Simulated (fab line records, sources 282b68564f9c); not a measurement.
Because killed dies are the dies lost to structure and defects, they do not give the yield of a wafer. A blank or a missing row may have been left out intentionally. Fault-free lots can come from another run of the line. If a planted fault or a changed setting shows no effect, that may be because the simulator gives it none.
Problem report, 8D (eight disciplines) form, completed by code ; flow rit cmos ; the parts of the form that need people (team, actions taken, sign-off) are left out

1. WHAT IS WRONG
Across 6 wafers from 2 lots, GATE_POLY_THK at RIT_GATE_THK_MEAS_09 averages 217.1 nm, while fault-free wafers read 249.7 nm with a standard deviation of 2.1. That is -16 standard deviations from the usual mean.
First seen on wafer L798.4, day 3 14:28, on film metro-01. The record has a number at this step for 42 wafers belonging to 14 lots. The rule behind "out" and "out of limits": a value lying over 4 standard deviations away from the usual mean. Any other wafer with a number is counted as sound.

2. WHAT IT IS, WHAT IT ISN'T
question;is;is not
which readings at this step;GATE_POLY_THK;-
which lots;L798, L800;L793, L794, L795, L801, L806, L808, L809, L811, L812, L814, L815, L816
which wafers of those lots;all that have a number;-
read on which gauges;film metro-01, film metro-03;film metro-04
when;from day 3 14:28;"up to then (9 sound wafers); but 27 sound wafers of L801, L806, L808, L809, L811, L812, L814, L815, L816 came after"

3. WHAT RULES OUT EACH SUSPECT
Counting: a tool at any process step up to the reading remains a suspect when it ran all the lots that are out and ran no sound lot after the first of those.
- the gauge at RIT_GATE_THK_MEAS_09 is ruled out. The wafers that are out were read on 2 gauges (film metro-01, film metro-03).
- lpcvd-02 at RIT_GATE_CVD_08 (deposits poly-Si from SiH4, target thk 250 nm, time 2220 s): ruled out as a lasting fault. After its first lot that is out, L798 (day 3 12:49), sound lots L814, L815 ran on it.
Left after counting: nothing in the record.

4. THE CAUSE (what the simulator had put in)
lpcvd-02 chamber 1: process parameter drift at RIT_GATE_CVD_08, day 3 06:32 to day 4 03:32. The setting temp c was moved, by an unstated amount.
The count ruled it out by mistake, since the rule takes a fault to strike every lot its tool runs from the start of the fault on, and this one did not do so.

5. THE EFFECT CHAIN, in route order
Each row: a reading where the mean over the struck wafers with a number is more than 3 standard deviations away from the usual. Readings are gone through only where the record gives a usual standard deviation; hours: the median, over the lots, of the time from a lot's start at the first step in this table giving one to that lot's start at this step; sigmas: the change measured in usual standard deviations.
hours;step;reading;usual;on struck wafers;change;sigmas
0;RIT_GATE_CVD_08;spike tc centre C;611.9 C;605.6;-6.3;-4.5
0;RIT_GATE_CVD_08;spike tc source C;631.1 C;622.2;-8.9;-3.6
0;RIT_GATE_CVD_08;susceptor temp C;609.97 C;604.42;-5.55;-24
2;RIT_GATE_THK_MEAS_09;GATE_POLY_THK;249.7 nm;217.1;-32.6;-16
3;RIT_GATE_ETCH_19;oes product au;0.840 a.u.;0.764;-0.076;-8.5
It contains these process steps:
- RIT_GATE_CVD_08: deposits poly-Si from SiH4, target thk 250 nm, time 2220 s.
- RIT_GATE_ETCH_19: etches poly-Si in SF6/CHF3/O2, stops on SiO2, time 165 s, target depth 312.5 nm.

6. HOW IT WOULD HAVE BEEN CAUGHT EARLIER
The first out-of-limits reading at a measuring or inspecting step in this record came at day 3 14:28, 8 hours after the fault's start at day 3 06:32.
Tool's own readings at RIT_GATE_CVD_08, susceptor temp C: out on all struck wafers the step has rows for; an alarm limit on them would have tripped on the first.
